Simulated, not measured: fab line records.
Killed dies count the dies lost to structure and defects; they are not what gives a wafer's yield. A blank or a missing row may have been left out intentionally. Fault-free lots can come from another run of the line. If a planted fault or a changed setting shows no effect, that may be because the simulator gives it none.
Comparing a struck lot with a sound one	flow rit-cmos	22 out of 202 route steps
Sound: these wafers, L529.1, L529.4, L529.5. Struck: wafers L540.2, L540.5, L540.6. Last of all comes the cause.
Each step with rows lists, per side, the tool, then ch with its chambers, then its first start. Under that, the readings that differ: sound wafers	struck wafers	difference of the means	sigmas: that difference in standard deviations of wafers without a fault.
alike: a reading whose means differ by less than 2 such deviations, as well as words and numbers matching on both sides. not compared: withheld readings; readings where some wafer has no value; bounds like >300 that might hide an equal value; numbers whose values overlap and for which the record gives no deviation.
The two part at a step that has a row with sigmas, a row that says differs or no value, or rows on one side only. Numbers that don't overlap but have no deviation are shown without sigmas and don't part them. A reading that every wafer of one side lacks parts them only if that side has two wafers or more.

first, 2 steps without rows for these wafers: RIT_NSD_HARDBAKE_07 (time 60 s); RIT_NSD_IMPLANT_08.
RIT_NSD_STRIP_09: strips in O2, time 180 s.
  sound on plasma-asher-02 ch 0,1, day 4 08:01; struck on plasma-asher-02 ch 0,1, day 6 15:44
  alike: drypump-motor-current-A
  not compared: rf-hours-counter-h
RIT_NSD_TW_MEAS_10:
  sound: film-metro-02 at day 4 08:11; struck: film-metro-04 at day 6 15:56
  alike: NSD_TW
then, 6 steps without rows for these wafers: RIT_PSD_HMDS_00 (prime time 60 s); RIT_PSD_COAT_01 (resist thk 1000 nm); RIT_PSD_SOFTBAKE_02 (time 60 s); RIT_PSD_EXPOSE_03 (exposes mask M10, target cd 40900 nm); RIT_PSD_PEB_04; RIT_PSD_DEVELOP_05 (develop time 50 s).
RIT_PSD_OVL_MEAS_06:
  sound: overlay-02 at day 4 09:17; struck: overlay-01 at day 6 16:58
  alike: PSD_OVL
then, 1 step without rows for these wafers: RIT_PSD_HARDBAKE_07 (time 60 s).
RIT_PSD_IMPLANT_08:
  sound on implanter-04 ch 0, day 4 09:46; struck on implanter-04 ch 0, day 6 17:10
reading	sound	struck	difference	sigmas
dose-ions-cm2	4.999e+15 4.996e+15 5.004e+15	4.463e+15 4.461e+15 4.463e+15	-5.373e+14	-99 or more
  alike: tilt-deg
RIT_PSD_STRIP_09: strips in O2, time 180 s.
  sound on plasma-asher-04 ch 0,1, day 4 09:55; struck on plasma-asher-02 ch 0,1, day 6 17:17
  alike: drypump-motor-current-A
  not compared: rf-hours-counter-h
RIT_PSD_TW_MEAS_10:
  sound: film-metro-02 at day 4 10:06; struck: film-metro-01 at day 6 17:28
  alike: PSD_TW
then, 3 steps without rows for these wafers: RIT_SDANNEAL_CLEAN_00 (cleans in SC1, time 600 s); RIT_SDANNEAL_CLEAN_01 (cleans in dHF, time 30 s); RIT_SDANNEAL_CLEAN_02 (cleans in SC2, time 600 s).
RIT_SDANNEAL_RTA_03: time 5 s.
  sound on rtp-anneal-01 ch 0, day 4 10:43; struck on rtp-anneal-01 ch 0, day 6 17:56
  alike: wafer_temp_C_max
RIT_SDANNEAL_RS_MEAS_04: the measuring method here is four-point-probe.
  sound: film-metro-02 at day 4 10:47; struck: film-metro-02 at day 6 18:00
  alike: PSD_RS
RIT_SDANNEAL_RS_MEAS_05: the measuring method here is four-point-probe.
  sound: film-metro-02 at day 4 10:54; struck: film-metro-02 at day 6 18:07
  alike: NSD_RS
RIT_M1_PROBE_99:
  sound: prober-01 at day 4 19:55; struck: prober-01 at day 7 02:01
reading	sound	struck	difference	sigmas
model.etest.contact-pplus.end-ohm-um	43.04 43.96 43.04	46.58 46.5 47.28	+3.44	
  alike: killed-at-contacts, killed-at-front-end, killed-dies, killed-open, killed-short

== WHERE THEY PART ==
Only at RIT_PSD_IMPLANT_08, within this record. Later steps at which nothing parts them and some readings are alike: RIT_PSD_STRIP_09, RIT_PSD_TW_MEAS_10, RIT_SDANNEAL_RTA_03, RIT_SDANNEAL_RS_MEAS_04, RIT_SDANNEAL_RS_MEAS_05, RIT_M1_PROBE_99.

WHY: what had been put in by the simulator
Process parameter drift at RIT_PSD_IMPLANT_08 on implanter-04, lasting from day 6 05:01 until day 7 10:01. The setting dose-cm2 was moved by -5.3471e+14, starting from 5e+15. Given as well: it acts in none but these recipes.
